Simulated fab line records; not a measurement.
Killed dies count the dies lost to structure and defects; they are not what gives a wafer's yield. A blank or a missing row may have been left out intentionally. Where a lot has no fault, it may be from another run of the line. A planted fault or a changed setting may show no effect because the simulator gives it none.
Which tool did it?	flow berkeleyCmos170	14 lots (42 wafers sampled), 1 step of a 331-step route

WHAT THE GAUGES READ, wafer by wafer
The record holds no reading of a measuring or inspecting step that can be judged against a usual standard deviation.

EACH LOT AND THE TOOL THAT RAN IT (in order: tool; ch and the chambers of the sampled wafers; start)
lot	UCB170_NWELL_CLEAN_17
L990	wetBench-01 ch 1, day 2 22:23
L991	wetBench-01 ch 1, day 2 22:39
L992	wetBench-01 ch 2, day 3 10:47
L995	wetBench-04 ch 3, day 4 00:02
L996	wetBench-02 ch 1, day 4 00:22
L997	wetBench-04 ch 2, day 4 05:52
L998	wetBench-02 ch 3, day 4 11:57
L999	wetBench-01 ch 1, day 4 17:36
L100	wetBench-01 ch 2, day 5 00:14
L104	wetBench-04 ch 1, day 5 17:36
L107	wetBench-04 ch 2, day 6 06:13
L110	wetBench-01 ch 1, day 6 21:48
L111	wetBench-02 ch 0, day 6 21:54
L112	wetBench-01 ch 2, day 7 09:31
- UCB170_NWELL_CLEAN_17: cleans in SPM, time 600 s.

AS READ BY THE TOOLS THEMSELVES (means over the sampled wafers that have a number; for cases with no such wafer, the mark the record gives instead)
UCB170_NWELL_CLEAN_17.
lot	tool	bathGuardTempC (C)	bathHeatDutyPct (%)
L990	wetBench-01	120.3	13.2
L991	wetBench-01	120.4	12.5
L992	wetBench-01	119.8	13.6
L995	wetBench-04	119.4	16.4
L996	wetBench-02	119.7	12.7
L997	wetBench-04	120.7	14.2
L998	wetBench-02	120.2	13.9
L999	wetBench-01	-	-
L100	wetBench-01	-	-
L104	wetBench-04	119.3	14.2
L107	wetBench-04	120.6	14.7
L110	wetBench-01	120.5	13.3
L111	wetBench-02	119.7	16.1
L112	wetBench-01	119.8	12.7

THE ANSWER, worked out from the rows above alone
Rule: usual is defined by the lots themselves. Put in order of their means at a reading, lots are off if they are a third of the lots or fewer, leave a main group of 4 or more, and stand apart from it by a gap of 3 or more times the standard deviation of the main group's means; of several such gaps the widest counts. A main group is skipped when, at the precision printed for the reading in the tables above, its means are all equal. A lot without any number at a reading at which 4 lots or more have one is off too. The other lots that the step has rows for count as sound. First the gauges in route order, then the tools' own readings, where a lot's mean is used as printed above. The first step at which some lot is off is used, and at that step the reading that is off furthest; a lot without a number counts as furthest.
Off: L999, L100 (UCB170_NWELL_CLEAN_17, bathGuardTempC). Without a number there: L999, L100. For the main group the mean is 120.0 C and the standard deviation 0.46.
A tool fits if, at that step or a process step before it, it ran every lot that is off, and no sound lot after the first of them. Of those tried, none fits.

WHAT HAD BEEN PUT IN BY THE SIMULATOR
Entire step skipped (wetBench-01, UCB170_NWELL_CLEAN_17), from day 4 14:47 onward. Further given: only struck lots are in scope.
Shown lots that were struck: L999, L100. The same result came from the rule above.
